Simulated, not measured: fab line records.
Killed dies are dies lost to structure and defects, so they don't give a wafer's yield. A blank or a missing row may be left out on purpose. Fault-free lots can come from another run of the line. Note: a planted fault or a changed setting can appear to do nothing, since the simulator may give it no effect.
A struck lot beside a sound one :: flow rit_cmos :: 44 steps out of a route of 202
Sound: wafers L199.1, L199.3, L199.6. Wafers L204.2, L204.4, L204.6 were the ones struck. At the end, the cause is stated.
For every step that has rows: the tool of each side, followed by ch and its chambers, followed by its first start. Under that, the readings that differ: sound wafers :: struck wafers :: difference of the means :: sigmas: that difference in standard deviations of wafers without a fault.
alike: readings whose means differ by less than 2 such deviations, and words and numbers that are the same on both sides. not compared: withheld readings, readings that some wafer has no value for, bounds like >300 that may hide the same value, and numbers for which the record gives no deviation and whose values overlap.
A row with sigmas, a row that says differs or no value, or rows on one side alone: a step with any of these is where the two part. Non-overlapping numbers with no deviation appear without sigmas and do not part them. Lack of a reading on every wafer of one side parts them only where that side has two or more wafers.

first, 2 steps without rows for these wafers: RIT_PLDD_PEB_04; RIT_PLDD_DEVELOP_05 (develop time 50 s).
RIT_PLDD_OVL_MEAS_06:
  sound on overlay-02 at day 5 22:28; struck on overlay-01 at day 6 07:58
reading: PLDD_OVL (nm)
sound: 2.4 2.3 1.2
struck: 0.3 -1.9 -1.2
difference: -2.9
sigmas: -2
then, 2 steps without rows for these wafers: RIT_PLDD_HARDBAKE_07 (time 60 s); RIT_PLDD_IMPLANT_08.
RIT_PLDD_STRIP_09: strips in O2, time 180 s.
  sound on plasma_asher-02 ch 0,1, day 5 22:48; struck on plasma_asher-04 ch 1, day 6 08:25
reading: drypump_motor_current_A (A)
sound: 6.4 6.4 5.7
struck: 4.9 4.9 4.9
difference: -1.3
sigmas: -2
  not compared: rf_hours_counter_h
RIT_PLDD_TW_MEAS_10:
  sound on film_metro-01 at day 5 22:58; struck on film_metro-01 at day 6 08:36
  alike: PLDD_TW
then, 4 steps without rows for these wafers: RIT_SPACER_CLEAN_00 (cleans in SC1, time 600 s); RIT_SPACER_CLEAN_01 (cleans in dHF, time 30 s); RIT_SPACER_CLEAN_02 (cleans in SC2, time 600 s); RIT_SPACER_CVD_03 (deposits Si3N4 from SiH2Cl2/NH3, target thk 250 nm, time 3300 s).
RIT_SPACER_THK_MEAS_04:
  sound on film_metro-04 at day 6 02:15; struck on film_metro-01 at day 6 11:23
  alike: SPACER_NITRIDE_THK
RIT_SPACER_ETCHBACK_05: etches Si3N4 in SF6/CHF3, stops on SiO2, target depth 250 nm, time 240 s.
  sound on rie_diel-03 ch 1,3, day 6 02:19; struck on rie_diel-03 ch 0,1, day 6 11:26
reading: oes_product_au (a.u.)
sound: 0.821 0.844 0.812
struck: 0.666 0.677 0.670
difference: -0.155
sigmas: -13

reading: run_length_s (s)
sound: 268.2 268.8 268.6
struck: 364.6 364.6 365.0
difference: +96.2
sigmas: +99 or more

reading: model.poly-Si_of_GATE_CVD_08.thk_nm (nm)
sound: 171.2 170.7 169.1
struck: 144.3 143.6 142.1
difference: -27.0
sigmas: 

reading: model.Si3N4_of_SPACER_CVD_03.thk_nm (nm)
sound: 197.6 197.9 196
struck: 176 176.8 177.5
difference: -20
sigmas: 

reading: model.SiO2_of_FOX2_OXIDATION_00.thk_nm (nm)
sound: 175.6 172.6 172.9
struck: 169.5 167.1 165
difference: -6.5
sigmas: 
  alike: CHF3_flow_sccm, drypump_motor_current_A, throttle_valve_pct
  not compared: rf_hours_counter_h
then, 6 steps without rows for these wafers: RIT_NSD_HMDS_00 (prime time 60 s); RIT_NSD_COAT_01 (resist thk 1000 nm); RIT_NSD_SOFTBAKE_02 (time 60 s); RIT_NSD_EXPOSE_03 (exposes mask M9, target cd 40700 nm); RIT_NSD_PEB_04; RIT_NSD_DEVELOP_05 (develop time 50 s).
RIT_NSD_OVL_MEAS_06:
  sound on overlay-02 at day 6 03:38; struck on overlay-02 at day 6 12:31
  alike: NSD_OVL
then, 2 steps without rows for these wafers: RIT_NSD_HARDBAKE_07 (time 60 s); RIT_NSD_IMPLANT_08.
RIT_NSD_STRIP_09: strips in O2, time 180 s.
  sound on plasma_asher-03 ch 0,1, day 6 04:20; struck on plasma_asher-01 ch 0,1, day 6 12:52
  alike: drypump_motor_current_A
  not compared: rf_hours_counter_h
RIT_NSD_TW_MEAS_10:
  sound on film_metro-03 at day 6 04:31; struck on film_metro-03 at day 6 13:03
  alike: NSD_TW
then, 6 steps without rows for these wafers: RIT_PSD_HMDS_00 (prime time 60 s); RIT_PSD_COAT_01 (resist thk 1000 nm); RIT_PSD_SOFTBAKE_02 (time 60 s); RIT_PSD_EXPOSE_03 (exposes mask M10, target cd 40900 nm); RIT_PSD_PEB_04; RIT_PSD_DEVELOP_05 (develop time 50 s).
RIT_PSD_OVL_MEAS_06:
  sound on overlay-02 at day 6 05:33; struck on overlay-01 at day 6 14:09
  alike: PSD_OVL
then, 2 steps without rows for these wafers: RIT_PSD_HARDBAKE_07 (time 60 s); RIT_PSD_IMPLANT_08.
RIT_PSD_STRIP_09: strips in O2, time 180 s.
  sound on plasma_asher-04 ch 0,1, day 6 05:58; struck on plasma_asher-01 ch 0, day 6 14:45
  alike: drypump_motor_current_A
  not compared: rf_hours_counter_h
RIT_PSD_TW_MEAS_10:
  sound on film_metro-03 at day 6 06:08; struck on film_metro-03 at day 6 14:56
  alike: PSD_TW
then, 2 steps without rows for these wafers: RIT_SDANNEAL_CLEAN_00 (cleans in SC1, time 600 s); RIT_SDANNEAL_CLEAN_01 (cleans in dHF, time 30 s).
RIT_SDANNEAL_CLEAN_02: cleans in SC2, time 600 s.
  sound on wet_bench-04 ch 2, day 6 06:23; struck on wet_bench-01 ch 1, day 6 15:11
reading: model.poly-Si_of_GATE_CVD_08.thk_nm (nm)
sound: 166.8 166.2 164.7
struck: 139.9 139.3 137.8
difference: -26.9
sigmas: 
RIT_SDANNEAL_RTA_03: time 5 s.
  sound on rtp_anneal-02 ch 0, day 6 06:34; struck on rtp_anneal-02 ch 0, day 6 15:23
  alike: wafer_temp_C_max
RIT_SDANNEAL_RS_MEAS_04: a four-point-probe measurement.
  sound on film_metro-01 at day 6 06:37; struck on film_metro-01 at day 6 15:28
  alike: PSD_RS
RIT_SDANNEAL_RS_MEAS_05: a four-point-probe measurement.
  sound on film_metro-01 at day 6 06:44; struck on film_metro-01 at day 6 15:35
  alike: NSD_RS
RIT_SDANNEAL_RS_MEAS_06: a four-point-probe measurement.
  sound on film_metro-01 at day 6 06:52; struck on film_metro-01 at day 6 15:42
  alike: PLDD_RS
RIT_SILICIDE_WET_ETCH_00: etches SiO2 in BOE, target depth 14 nm, time 15 s.
  sound on wet_bench-03 ch 0, day 6 07:06; struck on wet_bench-03 ch 1, day 6 15:55
reading: model.Si3N4_of_SPACER_CVD_03.thk_nm (nm)
sound: 196.5 196.7 194.8
struck: 174.9 175.7 176.3
difference: -20.4
sigmas: 

reading: model.SiO2_of_FOX2_OXIDATION_00.thk_nm (nm)
sound: 147 144 144.3
struck: 140.7 138.3 136.2
difference: -6.7
sigmas: 
following that, these wafers have no rows for 1 step: RIT_M1_PROBE_99.

== WHERE THEY PART ==
Earliest at RIT_PLDD_OVL_MEAS_06; latest, in this record, at RIT_SPACER_ETCHBACK_05. Later steps at which nothing parts them and some readings are alike: RIT_NSD_OVL_MEAS_06, RIT_NSD_STRIP_09, RIT_NSD_TW_MEAS_10, RIT_PSD_OVL_MEAS_06, RIT_PSD_STRIP_09, RIT_PSD_TW_MEAS_10, RIT_SDANNEAL_RTA_03, RIT_SDANNEAL_RS_MEAS_04, RIT_SDANNEAL_RS_MEAS_05, RIT_SDANNEAL_RS_MEAS_06.

WHY: whatever the simulator had introduced
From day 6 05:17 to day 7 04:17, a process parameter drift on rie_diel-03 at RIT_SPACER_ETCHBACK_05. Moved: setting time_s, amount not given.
